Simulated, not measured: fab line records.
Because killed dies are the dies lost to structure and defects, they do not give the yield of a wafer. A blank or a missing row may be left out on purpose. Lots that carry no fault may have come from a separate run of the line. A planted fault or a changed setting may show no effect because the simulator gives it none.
Comparing a struck lot with a sound one -- flow rit cmos -- 17 steps out of a route of 202
Sound: these wafers, L317.1, L317.2, L317.6. Wafers L312.2, L312.4, L312.5 were the ones struck. The cause comes at the end.
For every step that has rows: the tool of each side, followed by ch and its chambers, followed by its first start. Under that, the readings that differ: sound wafers -- struck wafers -- difference of the means -- sigmas: that difference in standard deviations of wafers without a fault.
alike: same words and numbers on both sides, and readings whose means sit less than 2 such deviations apart. not compared: any withheld reading, any reading some wafer has no value for, any bound like >300 that may hide the same value, and any number with overlapping values for which the record gives no deviation.
A row with sigmas, a row that says differs or no value, or rows on one side alone: a step with any of these is where the two part. When numbers do not overlap yet have no deviation, they are printed without sigmas and do not part them. A reading that every wafer of one side lacks parts them only if that side has two wafers or more.

first, 1 step without rows for these wafers: RIT_PWELL_DEVELOP_05 (develop time 68 s).
RIT_PWELL_OVL_MEAS_06:
  struck on overlay-01, day 5 12:34; sound on overlay-02, day 6 23:38
  alike: PWELL_OVL
then, 2 steps without rows for these wafers: RIT_PWELL_HARDBAKE_07 (time 120 s); RIT_PWELL_IMPLANT_08.
RIT_PWELL_STRIP_09: strips in O2, time 180 s.
  sound on plasma asher-03 ch 0,1, day 7 00:04; struck on plasma asher-01 ch 0,1, day 5 13:00
  alike: drypump motor current A
  not compared: rf hours counter h
RIT_PWELL_TW_MEAS_10:
  struck on film metro-02, day 5 13:11; sound on film metro-03, day 7 00:15
  alike: PWELL_TW
then, 1 step without rows for these wafers: RIT_WELLDRIVE_ANNEAL_00 (time 14700 s).
RIT_WELLDRIVE_RS_MEAS_01: measurement is done with a four-point probe.
  struck on film metro-04, day 5 19:46; sound on film metro-03, day 7 09:05
  alike: NWELL_RS
RIT_WELLDRIVE_RS_MEAS_02: measurement is done with a four-point probe.
  struck on film metro-04, day 5 19:53; sound on film metro-03, day 7 09:13
  alike: PWELL_RS
then, 3 steps without rows for these wafers: RIT_NRETRO_HMDS_00 (prime time 60 s); RIT_NRETRO_COAT_01 (resist thk 1300 nm); RIT_NRETRO_SOFTBAKE_02 (time 60 s).
RIT_NRETRO_EXPOSE_03: exposes mask M4, target cd 43900 nm.
  sound on iline stepper-01 ch 0, day 7 09:47; struck on iline stepper-02 ch 0, day 5 20:34
reading,sound,struck,difference,sigmas
model.NRETRO.overlay x nm (nm),1.047 1.047 1.047,421.5 421.5 421.5,+420.5,
  alike: mask, reticle temp C
then, 2 steps without rows for these wafers: RIT_NRETRO_PEB_04; RIT_NRETRO_DEVELOP_05 (develop time 68 s).
RIT_NRETRO_OVL_MEAS_06:
  struck on overlay-01, day 5 21:11; sound on overlay-01, day 7 10:13
reading,sound,struck,difference,sigmas
NRETRO_OVL (nm),0.2 1.0 -1.9,421.7 421.5 420.2,+421.4,+99 or more
  not compared: hold
RIT_M1_PROBE_99:
  the record holds rows for the sound wafers here (prober-01, day 8 16:19) but none for the struck ones

== WHERE THEY PART ==
At RIT_NRETRO_OVL_MEAS_06 first; at RIT_M1_PROBE_99 last (within this record only).

WHY: what the simulator had put in
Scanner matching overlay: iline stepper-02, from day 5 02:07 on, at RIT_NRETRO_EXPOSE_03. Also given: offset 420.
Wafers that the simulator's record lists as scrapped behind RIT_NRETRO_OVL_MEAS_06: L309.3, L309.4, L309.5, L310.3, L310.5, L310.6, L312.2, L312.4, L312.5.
